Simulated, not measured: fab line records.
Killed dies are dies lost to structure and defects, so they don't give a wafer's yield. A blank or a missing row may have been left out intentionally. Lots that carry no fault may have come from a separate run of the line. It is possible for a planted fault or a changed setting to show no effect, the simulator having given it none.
fab line records	flow berkeleyCmos170
[record] lots = 5	wafers = 23
route steps=331 shown V1@263 M2@289 V2@306 M3@314
startH: hours from the record's first day to the start of the lot's first wafer shown	waitH: time in hours since the lot's previous step	" as in the row above	L1.1+2: a single row standing in for several wafers	- no value, or no start was given	* or withheld: withheld	< > ~ a bound
route shown NAME@n: a module of which the file shows steps, and the number in the route of the first	usual: mean and standard deviation over wafers with no fault	same: alike in all rows	chamber/n: place in a boat	sites: readings site by site	_std_site: standard deviation across them	_edge_site: outer sites' mean less inner sites'	radiusMm: for every site, how far away it sits from the centre of the wafer	mask NAME#n: copy n	behind: the tool/chamber that last shaped the wafer	hold: the reason the lot was held/the length of the hold in hours/how it ended	device: transistor that didn't switch, given as n, p or np	end of line: the route-end tests of the same wafers	a step with no rows: only its recipe	killed: at the first sort, the dies lost to defects and structure; wafer yield is something else	map: per-die view of a wafer (x killed, . not killed, _ where there is no die)
set.NAME: the setting the step ran with; set.NAME@STEP: the setting that earlier step ran with	model.NAME: the simulator's own value behind a step, which no gauge read
lots where settings were altered on purpose, with a table for each step and a row for each wafer
[[steps]]
[step UCB170_V1_EXPOSE_09]
[recipe] maskId = VIA1	targetCdNm = 700	na = 0.5	sigmaOuter = 0.6	sourceShape = conventional	doseMj = 37
lot.wafer	tool	chamber	startH	waitH	mask	set.doseMj
L074.2+4+5	krfScanner-01	0	188.15	0.6	VIA1#0	37
L078.1+6	krfScanner-02	0	202.67	0.2	VIA1#0	39.13
L078.2+3+4	"	0	"	"	VIA1#0	37
L079.1+3	krfScanner-02	0	203.89	0.1	VIA1#0	35.1
L079.2+4+6	"	0	"	"	VIA1#0	37
L085.1+3	krfScanner-01	0	235.47	0.2	VIA1#0	37
L085.2+4+5	"	0	"	"	VIA1#0	38.7
L082.1+5	krfScanner-01	0	235.64	0.1	VIA1#0	37
L082.3+4+6	"	0	"	"	VIA1#0	39.26
[step UCB170_V1_PEB_10]
[recipe] pebTempC = 130	pebTimeS = withheld	resist = KrF
[step UCB170_V1_DEVELOP_11]
[recipe] developer = TMAH	developTimeS = 45	resist = KrF	devTempC = 21
[step UCB170_V1_CD_MEAS_12]
[recipe] targetCdNm = 700
[usual] cdNm = 699.8/1.2
lot.wafer	tool	chamber	startH	waitH	set.doseMj@V1_EXPOSE_09	cdNm
L074.2	cdSem-02	-	189.13	-	37	699.2
L074.4	"	-	"	"	37	700.0
L074.5	"	-	"	"	37	700.3
L078.1	cdSem-02	-	203.06	-	39.13	708.0
L078.2	"	-	"	"	37	697.9
L078.3	"	-	"	"	37	697.8
L078.4	"	-	"	"	37	698.1
L078.6	"	-	"	"	39.13	709.1
L079.1	cdSem-01	-	204.67	-	35.1	690.9
L079.2	"	-	"	"	37	700.3
L079.3	"	-	"	"	35.1	692.2
L079.4	"	-	"	"	37	700.9
L079.6	"	-	"	"	37	700.7
L085.1	cdSem-01	-	235.92	-	37	697.7
L085.2	"	-	"	"	38.7	705.4
L085.3	"	-	"	"	37	698.6
L085.4	"	-	"	"	38.7	706.4
L085.5	"	-	"	"	38.7	706.9
L082.1	cdSem-02	-	236.13	-	37	698.3
L082.3	"	-	"	"	39.26	710.0
L082.4	"	-	"	"	39.26	709.9
L082.5	"	-	"	"	37	698.9
L082.6	"	-	"	"	39.26	709.7
[step UCB170_V1_ETCH_14]
[recipe] chemistry = CHF3/CF4/Ar	target = SiO2	stopOn = Al	CHF3_flow_sccm = 45	cf4FlowSccm = 15	Ar_flow_sccm = 150	pressureMtorr = 200	rfW = 700	targetDepthA = 12500	overEtchFrac = 0.25	timeS = 291
[usual] oesProductAu = 0.868/0.012
lot.wafer	tool	chamber	startH	waitH	set.timeS	set.doseMj@V1_EXPOSE_09	oesProductAu	model.KrF_of_V1_COAT_07.thkNm	model.V1.cdNm
L074.2	rieDiel-01	2	189.29	0.0	291	37	0.857	615.1	699.1
L074.4	"	0	"	"	291	37	0.856	610.1	700
L074.5	"	0	"	"	291	37	0.853	613.7	700.8
L078.1	rieDiel-04	1	203.22	0.0	291	39.13	0.883	626.8	706.7
L078.2	"	2	"	"	291	37	0.842	619.3	699.1
L078.3	"	3	"	"	291	37	0.871	616.9	698.6
L078.4	"	0	"	"	291	37	0.867	620.9	699
L078.6	"	2	"	"	291	39.13	0.845	620.8	710.2
L079.1	rieDiel-03	1	204.83	0.0	291	35.1	0.882	613	690.5
L079.2	"	0	"	"	291	37	0.866	613	699.1
L079.3	"	3	"	"	291	35.1	0.868	609	691.4
L079.4	"	0	"	"	291	37	0.862	617.3	700.6
L079.6	"	1	"	"	291	37	0.883	615.4	700.7
L085.1	rieDiel-04	0	236.07	0.0	269	37	0.909	629.2	698
L085.2	"	3	"	"	291	38.7	0.875	606.2	705.6
L085.3	"	2	"	"	269	37	0.889	630.3	697.6
L085.4	"	1	"	"	269	38.7	0.929	635.7	704
L085.5	"	3	"	"	291	38.7	0.869	602.7	707.4
L082.1	rieDiel-01	1	236.29	0.0	252.1	37	0.938	644.9	697.5
L082.3	"	3	"	"	291	39.26	0.860	610.8	709.9
L082.4	"	0	"	"	252.1	39.26	0.936	650	709.4
L082.5	"	3	"	"	291	37	0.851	616.7	698.6
L082.6	"	0	"	"	291	39.26	0.855	614.4	710.8
[step UCB170_V1_STRIP_15]
[recipe] chemistry = O2	powerW = 400	pressureMtorr = 3500	platenTempC = withheld	o2FlowSccm = 400	overashFraction = 0.5
[usual] stripTimeToEndpointS = 15.40/0.11
lot.wafer	tool	chamber	startH	waitH	set.timeS@V1_ETCH_14	stripTimeToEndpointS
L074.2	plasmaAsher-01	0	189.47	0.1	291	15.43
L074.4	"	0	"	"	291	15.31
L074.5	"	1	"	"	291	15.41
L078.1	plasmaAsher-04	0	203.39	0.1	291	15.70
L078.2	"	1	"	"	291	15.54
L078.3	"	1	"	"	291	15.50
L078.4	"	0	"	"	291	15.56
L078.6	"	1	"	"	291	15.55
L079.1	plasmaAsher-02	0	205.00	0.1	291	15.36
L079.2	"	1	"	"	291	15.39
L079.3	"	0	"	"	291	15.29
L079.4	"	1	"	"	291	15.49
L079.6	"	1	"	"	291	15.44
L085.1	plasmaAsher-02	1	236.25	0.1	269	15.75
L085.2	"	0	"	"	291	15.21
L085.3	"	0	"	"	269	15.79
L085.4	"	1	"	"	269	15.86
L085.5	"	1	"	"	291	15.13
L082.1	plasmaAsher-04	0	236.47	0.1	252.1	16.08
L082.3	"	0	"	"	291	15.33
L082.4	"	1	"	"	252.1	16.19
L082.5	"	0	"	"	291	15.46
L082.6	"	1	"	"	291	15.43
[step UCB170_V1_CD_MEAS_90]
[recipe] targetCdNm = 700
[usual] cdNm = 699.6/1.2
lot.wafer	tool	chamber	startH	waitH	set.doseMj@V1_EXPOSE_09	cdNm
L074.2	cdSem-02	-	189.64	0.1	37	699.0
L074.4	"	-	"	"	37	700.5
L074.5	"	-	"	"	37	700.9
L078.1	cdSem-02	-	203.49	0.1	39.13	706.7
L078.2	"	-	"	"	37	699.3
L078.3	"	-	"	"	37	698.6
L078.4	"	-	"	"	37	698.9
L078.6	"	-	"	"	39.13	710.5
L079.1	cdSem-01	-	205.10	0.1	35.1	690.6
L079.2	"	-	"	"	37	699.2
L079.3	"	-	"	"	35.1	691.2
L079.4	"	-	"	"	37	700.5
L079.6	"	-	"	"	37	700.6
L085.1	cdSem-01	-	236.35	0.1	37	698.2
L085.2	"	-	"	"	38.7	705.5
L085.3	"	-	"	"	37	697.4
L085.4	"	-	"	"	38.7	704.0
L085.5	"	-	"	"	38.7	707.4
L082.1	cdSem-02	-	236.59	0.1	37	697.6
L082.3	"	-	"	"	39.26	709.7
L082.4	"	-	"	"	39.26	709.5
L082.5	"	-	"	"	37	698.5
L082.6	"	-	"	"	39.26	711.0
[step UCB170_M2_METAL_ETCH_18]
[recipe] chemistry = Cl2/BCl3	target = Al	stopOn = SiO2	pressureMtorr = 12	targetDepthA = 11700	overEtchFrac = 0.3	timeS = 195	icpW = 600	biasW = 120	Cl2_flow_sccm = 90	bcl3FlowSccm = 45
lot.wafer	tool	chamber	startH	waitH	set.timeS	model.KrF_of_M2_COAT_10.thkNm	model.SiO2_of_V1_CVD_00.thkNm
L074.2	rieMetal-03	1	192.04	-	195	233	928.4
L074.4	"	0	"	"	195	223.3	927.3
L074.5	"	1	"	"	195	222.6	929
L078.1	rieMetal-03	1	205.73	-	214	155.8	919.5
L078.2	"	0	"	"	195	213	924.9
L078.3	"	0	"	"	214	151.9	921.6
L078.4	"	1	"	"	195	226.2	927.1
L078.6	"	1	"	"	195	219.6	927.9
L079.1	rieMetal-04	0	207.90	-	209.8	153	921.9
L079.2	"	1	"	"	209.8	134.1	920.5
L079.3	"	0	"	"	209.8	146.7	920.8
L079.4	"	1	"	"	195	184.3	923
L079.6	"	0	"	"	195	200.3	925.7
L085.1	rieMetal-03	1	238.77	-	172.3	301.6	934.3
L085.2	"	0	"	"	195	226.6	927.5
L085.3	"	0	"	"	195	233.9	928
L085.4	"	1	"	"	172.3	304.6	934.5
L085.5	"	0	"	"	172.3	303.9	935.1
L082.1	rieMetal-04	1	239.04	-	205	160.5	922.4
L082.3	"	0	"	"	205	168.8	924.2
L082.4	"	1	"	"	195	193.1	928.5
L082.5	"	1	"	"	195	189.2	926.8
L082.6	"	0	"	"	205	163.3	922.3
[step UCB170_M2_STRIP_19]
[recipe] chemistry = O2	powerW = 400	pressureMtorr = 3500	platenTempC = withheld	o2FlowSccm = 400	overashFraction = 0.5
[usual] oesProductAu = 0.542/0.015
lot.wafer	tool	chamber	startH	waitH	set.timeS@M2_METAL_ETCH_18	oesProductAu
L074.2	plasmaAsher-04	1	192.23	0.1	195	0.556
L074.4	"	1	"	"	195	0.556
L074.5	"	0	"	"	195	0.552
L078.1	plasmaAsher-01	0	205.91	0.1	214	0.486
L078.2	"	1	"	"	195	0.546
L078.3	"	1	"	"	214	0.480
L078.4	"	0	"	"	195	0.557
L078.6	"	0	"	"	195	0.548
L079.1	plasmaAsher-04	1	208.09	0.1	209.8	0.483
L079.2	"	0	"	"	209.8	0.455
L079.3	"	0	"	"	209.8	0.475
L079.4	"	1	"	"	195	0.515
L079.6	"	0	"	"	195	0.535
L085.1	plasmaAsher-04	0	238.95	0.1	172.3	0.640
L085.2	"	1	"	"	195	0.559
L085.3	"	1	"	"	195	0.563
L085.4	"	0	"	"	172.3	0.642
L085.5	"	0	"	"	172.3	0.642
L082.1	plasmaAsher-01	1	239.23	0.1	205	0.488
L082.3	"	1	"	"	205	0.497
L082.4	"	0	"	"	195	0.522
L082.5	"	0	"	"	195	0.526
L082.6	"	1	"	"	205	0.497
[step UCB170_V2_ETCH_14]
[recipe] chemistry = CHF3/CF4/Ar	target = SiO2	stopOn = Al	CHF3_flow_sccm = 45	cf4FlowSccm = 15	Ar_flow_sccm = 150	pressureMtorr = 200	rfW = 700	targetDepthA = 12500	overEtchFrac = 0.25	timeS = 291
[usual] oesProductAu = 0.874/0.013
lot.wafer	tool	chamber	startH	waitH	set.timeS	oesProductAu	model.KrF_of_V2_COAT_07.thkNm
L074.2	rieDiel-03	3	194.73	0.0	291	0.878	610.4
L074.4	"	2	"	"	291	0.885	608.1
L074.5	"	1	"	"	291	0.890	611.9
L078.1	rieDiel-03	2	208.16	0.0	257.7	0.949	643.2
L078.2	"	1	"	"	257.7	0.956	645.2
L078.3	"	3	"	"	291	0.867	610
L078.4	"	0	"	"	291	0.871	615.6
L078.6	"	1	"	"	291	0.891	615.5
L079.1	rieDiel-03	2	210.78	0.0	272.7	0.913	626.2
L079.2	"	0	"	"	272.7	0.896	628.8
L079.3	"	3	"	"	291	0.868	608.6
L079.4	"	1	"	"	272.7	0.923	631
L079.6	"	1	"	"	291	0.888	613.2
L085.1	rieDiel-04	3	242.22	0.0	291	0.878	610.9
L085.2	"	0	"	"	291	0.867	610.6
L085.3	"	2	"	"	276.5	0.877	625.2
L085.4	"	1	"	"	276.5	0.918	628
L085.5	"	2	"	"	276.5	0.880	626.9
L082.1	rieDiel-02	3	242.49	0.0	291	0.881	614.8
L082.3	"	1	"	"	291	0.875	609.2
L082.4	"	0	"	"	291	0.861	600.9
L082.5	"	2	"	"	291	0.866	610.5
L082.6	"	3	"	"	291	0.876	611.3
[step UCB170_V2_STRIP_15]
[recipe] chemistry = O2	powerW = 400	pressureMtorr = 3500	platenTempC = withheld	o2FlowSccm = 400	overashFraction = 0.5
[usual] stripTimeToEndpointS = 15.34/0.1
lot.wafer	tool	chamber	startH	waitH	set.timeS@V2_ETCH_14	stripTimeToEndpointS
L074.2	plasmaAsher-02	0	194.90	0.1	291	15.32
L074.4	"	1	"	"	291	15.27
L074.5	"	1	"	"	291	15.35
L078.1	plasmaAsher-02	0	208.34	0.1	257.7	16.02
L078.2	"	1	"	"	257.7	16.07
L078.3	"	1	"	"	291	15.32
L078.4	"	0	"	"	291	15.45
L078.6	"	1	"	"	291	15.43
L079.1	plasmaAsher-02	0	210.96	0.1	272.7	15.69
L079.2	"	1	"	"	272.7	15.76
L079.3	"	1	"	"	291	15.28
L079.4	"	0	"	"	272.7	15.80
L079.6	"	0	"	"	291	15.38
L085.1	plasmaAsher-02	1	242.40	0.1	291	15.34
L085.2	"	0	"	"	291	15.32
L085.3	"	0	"	"	276.5	15.66
L085.4	"	1	"	"	276.5	15.75
L085.5	"	0	"	"	276.5	15.70
L082.1	plasmaAsher-01	0	242.67	0.1	291	15.43
L082.3	"	1	"	"	291	15.30
L082.4	"	0	"	"	291	15.10
L082.5	"	1	"	"	291	15.31
L082.6	"	0	"	"	291	15.35
[step UCB170_M3_COAT_05]
[recipe] resist = KrF	spinRpm = 1500	resistThkNm = 900
lot.wafer	tool	chamber	startH	waitH	set.resistThkNm	model.KrF_of_M3_COAT_05.thkNm
L074.2	lithoTrack-01	0	195.63	0.1	900	901.7
L074.4	"	0	"	"	900	901
L074.5	"	0	"	"	900	902.2
L078.1	lithoTrack-02	0	209.04	0.1	900	897.5
L078.2	"	0	"	"	945.7	945.9
L078.3	"	0	"	"	900	899.8
L078.4	"	0	"	"	945.7	946.9
L078.6	"	0	"	"	900	898.4
L079.1	lithoTrack-02	0	211.66	0.1	900	895.4
L079.2	"	0	"	"	919.2	915.7
L079.3+6	"	0	"	"	919.2	916.1
L079.4	"	0	"	"	900	896.3
L085.1	lithoTrack-04	0	243.54	0.1	849.7	854.2
L085.2	"	0	"	"	900	902.5
L085.3	"	0	"	"	900	900.8
L085.4	"	0	"	"	900	903.4
L085.5	"	0	"	"	849.7	851.3
L082.1	lithoTrack-01	0	243.75	0.1	939.7	941.6
L082.3	"	0	"	"	939.7	942.7
L082.4	"	0	"	"	939.7	939.6
L082.5	"	0	"	"	900	902.4
L082.6	"	0	"	"	900	901.1
[step UCB170_M3_SOFTBAKE_06]
[recipe] resist = KrF	tempC = 130	timeS = 60
[step UCB170_M3_STRIP_07]
[recipe] chemistry = O2	powerW = 400	pressureMtorr = 3500	platenTempC = withheld	o2FlowSccm = 400	overashFraction = 0.5
[usual] stripTimeToEndpointS = 21.99/0.058
lot.wafer	tool	chamber	startH	waitH	set.resistThkNm@M3_COAT_05	stripTimeToEndpointS
L074.2	plasmaAsher-02	0	195.90	0.1	900	21.99
L074.4	"	1	"	"	900	22.00
L074.5	"	0	"	"	900	22.03
L078.1	plasmaAsher-02	1	209.34	0.1	900	21.91
L078.2	"	0	"	"	945.7	23.06
L078.3	"	0	"	"	900	21.96
L078.4	"	1	"	"	945.7	23.09
L078.6	"	1	"	"	900	21.94
L079.1	plasmaAsher-02	0	211.96	0.1	900	21.85
L079.2	"	1	"	"	919.2	22.34
L079.3	"	0	"	"	919.2	22.36
L079.4	"	1	"	"	900	21.89
L079.6	"	0	"	"	919.2	22.37
L085.1	plasmaAsher-02	0	243.84	0.1	849.7	20.87
L085.2	"	1	"	"	900	22.04
L085.3	"	0	"	"	900	21.99
L085.4	"	1	"	"	900	22.05
L085.5	"	0	"	"	849.7	20.80
L082.1	plasmaAsher-04	0	244.05	0.1	939.7	22.96
L082.3	"	1	"	"	939.7	23.00
L082.4	"	0	"	"	939.7	22.90
L082.5	"	1	"	"	900	22.01
L082.6	"	0	"	"	900	21.99
[step UCB170_M3_METAL_ETCH_18]
[recipe] chemistry = Cl2/BCl3	target = Al	stopOn = SiO2	pressureMtorr = 12	targetDepthA = 11700	overEtchFrac = 0.3	timeS = 195	icpW = 600	biasW = 120	Cl2_flow_sccm = 90	bcl3FlowSccm = 45
lot.wafer	tool	chamber	startH	waitH	set.timeS	model.KrF_of_M3_COAT_10.thkNm	model.SiO2_of_V2_CVD_00.thkNm
L074.2	rieMetal-02	0	197.34	-	195	208	937
L074.4	"	0	"	"	195	203.7	937.5
L074.5	"	1	"	"	195	198.5	936.6
L078.1	rieMetal-02	0	210.95	-	169.2	300.6	944.1
L078.2	"	1	"	"	169.2	289.2	942.6
L078.3	"	1	"	"	169.2	293.8	943.5
L078.4	"	0	"	"	195	207.5	936.4
L078.6	"	1	"	"	195	199.8	934.7
L079.1	rieMetal-04	1	216.02	-	195	188.5	937.6
L079.2	"	0	"	"	195	202	935.6
L079.3	"	1	"	"	195	186.2	935.8
L079.4+6	"	0	"	"	195	202.7	937.6
L085.1	rieMetal-01	0	245.77	-	195	185.6	935
L085.2	"	1	"	"	186.9	237	939.8
L085.3	"	0	"	"	195	181.5	936.7
L085.4	"	1	"	"	186.9	239.3	939.5
L085.5	"	0	"	"	195	181.8	934.8
L082.1	rieMetal-02	0	246.01	-	195	199.6	936.7
L082.3	"	0	"	"	204.8	167.9	933.7
L082.4	"	1	"	"	204.8	164.2	932
L082.5	"	1	"	"	195	200.9	937.8
L082.6	"	0	"	"	204.8	172	934.7
[step UCB170_M3_STRIP_19]
[recipe] chemistry = O2	powerW = 400	pressureMtorr = 3500	platenTempC = withheld	o2FlowSccm = 400	overashFraction = 0.5
[usual] oesProductAu = 0.530/0.0088
lot.wafer	tool	chamber	startH	waitH	set.timeS@M3_METAL_ETCH_18	oesProductAu
L074.2	plasmaAsher-02	1	197.53	0.1	195	0.533
L074.4	"	0	"	"	195	0.538
L074.5	"	1	"	"	195	0.537
L078.1	plasmaAsher-04	0	211.14	0.1	169.2	0.636
L078.2	"	1	"	"	169.2	0.633
L078.3	"	1	"	"	169.2	0.622
L078.4	"	0	"	"	195	0.541
L078.6	"	1	"	"	195	0.531
L079.1	plasmaAsher-02	1	216.21	0.1	195	0.521
L079.2	"	0	"	"	195	0.529
L079.3	"	0	"	"	195	0.519
L079.4	"	1	"	"	195	0.527
L079.6	"	0	"	"	195	0.532
L085.1	plasmaAsher-02	1	245.95	0.1	195	0.523
L085.2	"	0	"	"	186.9	0.563
L085.3	"	0	"	"	195	0.511
L085.4	"	1	"	"	186.9	0.564
L085.5	"	0	"	"	195	0.511
L082.1	plasmaAsher-04	1	246.19	0.1	195	0.528
L082.3	"	1	"	"	204.8	0.500
L082.4	"	0	"	"	204.8	0.491
L082.5	"	1	"	"	195	0.533
L082.6	"	0	"	"	204.8	0.501
[[key]]
[split] step = UCB170_V1_EXPOSE_09	setting = doseMj	stated = 37	by = wafer
[response] step = UCB170_V1_CD_MEAS_12	reading = cdNm	change = +1.81	per = 1%	r = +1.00
[response] step = UCB170_V1_ETCH_14	reading = model.V1.cdNm	change = +1.8	per = 1%	r = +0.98
[response] step = UCB170_V1_CD_MEAS_90	reading = cdNm	change = +1.8	per = 1%	r = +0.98
[split] step = UCB170_V1_ETCH_14	setting = timeS	stated = 291	by = wafer
[response] step = UCB170_V1_ETCH_14	reading = oesProductAu	change = -0.00581	per = 1%	r = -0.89
[response] step = UCB170_V1_ETCH_14	reading = model.KrF_of_V1_COAT_07.thkNm	change = -2.78	per = 1%	r = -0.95
[response] step = UCB170_V1_STRIP_15	reading = stripTimeToEndpointS	change = *	per = 1%	r = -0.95
[split] step = UCB170_M2_METAL_ETCH_18	setting = timeS	stated = 195	by = wafer
[response] step = UCB170_M2_METAL_ETCH_18	reading = model.KrF_of_M2_COAT_10.thkNm	change = -6.34	per = 1%	r = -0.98
[response] step = UCB170_M2_METAL_ETCH_18	reading = model.SiO2_of_V1_CVD_00.thkNm	change = -0.598	per = 1%	r = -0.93
[response] step = UCB170_M2_STRIP_19	reading = oesProductAu	change = -0.00685	per = 1%	r = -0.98
[split] step = UCB170_V2_ETCH_14	setting = timeS	stated = 291	by = wafer
[response] step = UCB170_V2_ETCH_14	reading = oesProductAu	change = -0.00597	per = 1%	r = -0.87
[response] step = UCB170_V2_ETCH_14	reading = model.KrF_of_V2_COAT_07.thkNm	change = -2.76	per = 1%	r = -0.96
[response] step = UCB170_V2_STRIP_15	reading = stripTimeToEndpointS	change = *	per = 1%	r = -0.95
[split] step = UCB170_M3_COAT_05	setting = resistThkNm	stated = 900	by = wafer
[response] step = UCB170_M3_COAT_05	reading = model.KrF_of_M3_COAT_05.thkNm	change = +9.1	per = 1%	r = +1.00
[response] step = UCB170_M3_STRIP_07	reading = stripTimeToEndpointS	change = *	per = 1%	r = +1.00
[split] step = UCB170_M3_METAL_ETCH_18	setting = timeS	stated = 195	by = wafer
[response] step = UCB170_M3_METAL_ETCH_18	reading = model.KrF_of_M3_COAT_10.thkNm	change = -7.33	per = 1%	r = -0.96
[response] step = UCB170_M3_METAL_ETCH_18	reading = model.SiO2_of_V2_CVD_00.thkNm	change = -0.645	per = 1%	r = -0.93
[response] step = UCB170_M3_STRIP_19	reading = oesProductAu	change = -0.0074	per = 1%	r = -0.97
